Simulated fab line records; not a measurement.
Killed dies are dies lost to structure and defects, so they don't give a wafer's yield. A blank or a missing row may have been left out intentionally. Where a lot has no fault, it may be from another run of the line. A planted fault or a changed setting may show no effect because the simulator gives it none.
Split-lot study -- flow ritCmos -- route with 202 steps; 5 lots, 23 wafers read

== ON THE SPLIT ==
At RIT_PWELL_IMPLANT_08, the setting energyKev was moved away from the recipe's 170 on 11 of the 23 wafers read, by -5.9% to +4.2%. The other wafers ran this setting at the recipe's value.

Reading taken at the split's own step.

== THE READING ==
implant.drpNm (the simulator's own value, which no gauge read), in nm, at RIT_PWELL_IMPLANT_08. The file gives no usual value for it.

wafer,"tool, chamber at the split",energyKev as run,against the recipe,"implant.drpNm, nm",against lot-mates on the recipe
L081.1,"implanter-03, 0",160,-5.9%,100.6,-2.3
L081.4,"implanter-03, 0",160,-5.9%,100.6,-2.3
L081.6,"implanter-03, 0",160,-5.9%,100.6,-2.3
L081.2,"implanter-03, 0",170,recipe,102.9,-
L081.3,"implanter-03, 0",170,recipe,102.9,-
L082.3,"implanter-02, 0",170,recipe,102.9,-
L082.5,"implanter-02, 0",170,recipe,102.9,-
L082.6,"implanter-02, 0",170,recipe,102.9,-
L083.1,"implanter-01, 0",166.1,-2.3%,102.1,-0.8
L083.2,"implanter-01, 0",166.1,-2.3%,102.1,-0.8
L083.4,"implanter-01, 0",166.1,-2.3%,102.1,-0.8
L083.3,"implanter-01, 0",170,recipe,102.9,-
L083.5,"implanter-01, 0",170,recipe,102.9,-
L084.1,"implanter-02, 0",175.2,+3.1%,103.7,+0.8
L084.3,"implanter-02, 0",175.2,+3.1%,103.7,+0.8
L084.2,"implanter-02, 0",170,recipe,102.9,-
L084.4,"implanter-02, 0",170,recipe,102.9,-
L084.5,"implanter-02, 0",170,recipe,102.9,-
L085.1,"implanter-03, 0",177.1,+4.2%,104,+1.1
L085.2,"implanter-03, 0",177.1,+4.2%,104,+1.1
L085.6,"implanter-03, 0",177.1,+4.2%,104,+1.1
L085.4,"implanter-03, 0",170,recipe,102.9,-
L085.5,"implanter-03, 0",170,recipe,102.9,-

FIT RESULTS
A straight line over all 23 wafers: implant.drpNm changes by +0.337 nm for each +1% of energyKev; r = +0.99; the points scatter about the line by 0.14 nm.
The same after taking each lot's own level away (the mean of its wafers on the recipe; 23 wafers): +0.337 nm for each +1%; r = +0.99; scatter 0.14 nm.
On that fit, the largest move of energyKev shifts the reading by 2 nm.
The lots' own levels span 102.90 to 102.90 nm.
Consequently the slope shifts little with the lot-to-lot level, the two slopes agreeing.
Check: for one of the wafers moved furthest among these (-5.9%), held out of the fit, the line's prediction against its lot-mates is -2.03 nm. It came out at -2.3 nm against them.

== THESE WAFERS: OTHER SPLITS ==
Before the reading, these wafers also passed through other splits. Each is held against what the fit with the lots' levels taken away leaves over:
other split on the same wafers,wafers away from the commonest value,r with implant.drpNm (lot level and that fit taken away)
RIT_ACTIVE_CVD_03 sih2cl2FlowSccm,18,-0.46
RIT_FOX2_OXIDATION_00 tempC,15,-0.50
RIT_NWELL_IMPLANT_08 doseCm2,10,+0.02

== THE WHOLE CHAIN: every reading that the file lists as answering this split, in the file's order ==
step,what it does,reading,change (the file's fit),r (the file's)
RIT_PWELL_IMPLANT_08,,"implant.rpNm (the simulator's own value, which no gauge read)",+3.64 nm for each +1% of the setting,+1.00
RIT_PWELL_IMPLANT_08,,"implant.drpNm (the simulator's own value, which no gauge read)",+0.336 nm for each +1% of the setting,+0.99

== THE FILE'S OWN FIT ==
implant.drpNm changes by +0.336 nm for each +1% of energyKev, r = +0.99.
